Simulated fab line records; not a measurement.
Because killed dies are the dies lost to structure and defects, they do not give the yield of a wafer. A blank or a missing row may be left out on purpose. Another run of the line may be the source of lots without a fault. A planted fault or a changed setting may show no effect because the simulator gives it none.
Struck lot and sound lot, side by side / flow ritCmos / 17 out of 202 route steps
Sound: the wafers L291.1, L291.4, L291.5. Wafers struck: L302.3, L302.4, L302.5. The cause is given at the end.
Each step with rows lists, per side, the tool, then ch with its chambers, then its first start. Under that, the readings that differ: sound wafers / struck wafers / difference of the means / sigmas: that difference in standard deviations of wafers without a fault.
alike: readings with means less than 2 such deviations apart, plus words and numbers identical on both sides. not compared: withheld readings, readings lacking a value on some wafer, bounds such as >300 that could conceal the same value, and numbers that have no deviation in the record and whose values overlap.
The two part at a step that has a row with sigmas, a row that says differs or no value, or rows on one side only. When numbers do not overlap yet have no deviation, they are printed without sigmas and do not part them. A reading that every wafer of one side lacks parts them only if that side has two wafers or more.

first, 2 steps without rows for these wafers: RIT_NRETRO_HARDBAKE_07 (time 120 s); RIT_NRETRO_IMPLANT_08.
RIT_NRETRO_STRIP_09: strips in O2, time 180 s.
  sound on plasmaAsher-04 ch 0, day 2 07:11; struck on plasmaAsher-01 ch 0,1, day 4 12:47
reading=drypumpMotorCurrentA (A); sound=6.3 6.3 6.3; struck=5.4 6.1 5.4; difference=-0.7; sigmas=-2
  alike: rfReflPowerW
  not compared: rfHoursCounterH
RIT_NRETRO_TW_MEAS_10:
  sound on filmMetro-04 at day 2 07:22; struck on filmMetro-04 at day 4 12:56
  alike: NRETRO_TW
then, 6 steps without rows for these wafers: RIT_PRETRO_HMDS_00 (prime time 60 s); RIT_PRETRO_COAT_01 (resist thk 1300 nm); RIT_PRETRO_SOFTBAKE_02 (time 60 s); RIT_PRETRO_EXPOSE_03 (exposes mask M5, target cd 43700 nm); RIT_PRETRO_PEB_04; RIT_PRETRO_DEVELOP_05 (develop time 68 s).
RIT_PRETRO_OVL_MEAS_06:
  sound on overlay-02 at day 2 08:19; struck on overlay-01 at day 4 13:52
  alike: PRETRO_OVL
then, 1 step without rows for these wafers: RIT_PRETRO_HARDBAKE_07 (time 120 s).
RIT_PRETRO_IMPLANT_08:
  sound on implanter-01 ch 0, day 2 08:36; struck on implanter-02 ch 0, day 4 14:11
reading=doseIonsCm2; sound=1.1998e+13 1.2001e+13 1.1996e+13; struck=6.625e+12 6.61e+12 6.616e+12; difference=-5.381e+12; sigmas=-99 or more
reading=faradayCurrentUA; sound=37.4 37.9 37.8; struck=20.8 20.7 21.1; difference=-16.8; sigmas=-24
  alike: beamOnS
RIT_PRETRO_STRIP_09: strips in O2, time 180 s.
  sound on plasmaAsher-02 ch 0, day 2 08:45; struck on plasmaAsher-02 ch 0,1, day 4 14:20
  alike: drypumpMotorCurrentA, rfReflPowerW
  not compared: rfHoursCounterH
RIT_PRETRO_TW_MEAS_10:
  sound on filmMetro-01 at day 2 08:55; struck on filmMetro-01 at day 4 14:29
reading=PRETRO_TW; sound=472.7 472.0 471.3; struck=391.8 391.3 393.4; difference=-79.8; sigmas=-27
then, 1 step without rows for these wafers: RIT_GATE_WET_ETCH_00 (etches SiO2 in BOE, target depth 56 nm, time 60 s).
RIT_M1_PROBE_99:
  sound on prober-02 at day 3 10:40; struck on prober-01 at day 5 17:02
reading=killedOpen; sound=2 0 2; struck=4 8 6; difference=+5; sigmas=+2
reading=model.etest.nmos_0p3.rOnOhmUm; sound=2128 2132 2149; struck=2009 1961 2025; difference=-138; sigmas=
reading=model.etest.nmos_0p15.rOnOhmUm; sound=1139 1132 1146; struck=1105 1050 1113; difference=-50; sigmas=
reading=model.etest.nmosTurned.driveUaUm; sound=314.6 309 302; struck=392.1 394.4 397.2; difference=+86.0; sigmas=
reading=model.etest.nmos_0p15.driveUaUm; sound=465.1 465.3 458.2; struck=528.8 542 533.8; difference=+72.0; sigmas=
reading=model.etest.nmos_0p3.driveUaUm; sound=230.8 230.2 226.2; struck=268.8 268.2 270.2; difference=+40.0; sigmas=
reading=model.etest.nmosNarrow.driveUaUm; sound=226.8 227.4 221.6; struck=267.6 264.1 270.1; difference=+42.0; sigmas=
reading=model.etest.nmos_0p15.offLog10AUm; sound=-10.31 -10.1 -10.33; struck=-8.504 -8.235 -8.375; difference=+1.875; sigmas=
reading=model.etest.retroEdgeNmos.offLog10AUm; sound=-10.26 -10.01 -10.17; struck=-8.311 -8.076 -8.457; difference=+1.865; sigmas=
  alike: killedAtFrontEnd, killedDies, killedShort

WHERE THEY PART
Last at RIT_M1_PROBE_99 as far as this record goes, first at RIT_NRETRO_STRIP_09.

WHY: what the simulator had put in
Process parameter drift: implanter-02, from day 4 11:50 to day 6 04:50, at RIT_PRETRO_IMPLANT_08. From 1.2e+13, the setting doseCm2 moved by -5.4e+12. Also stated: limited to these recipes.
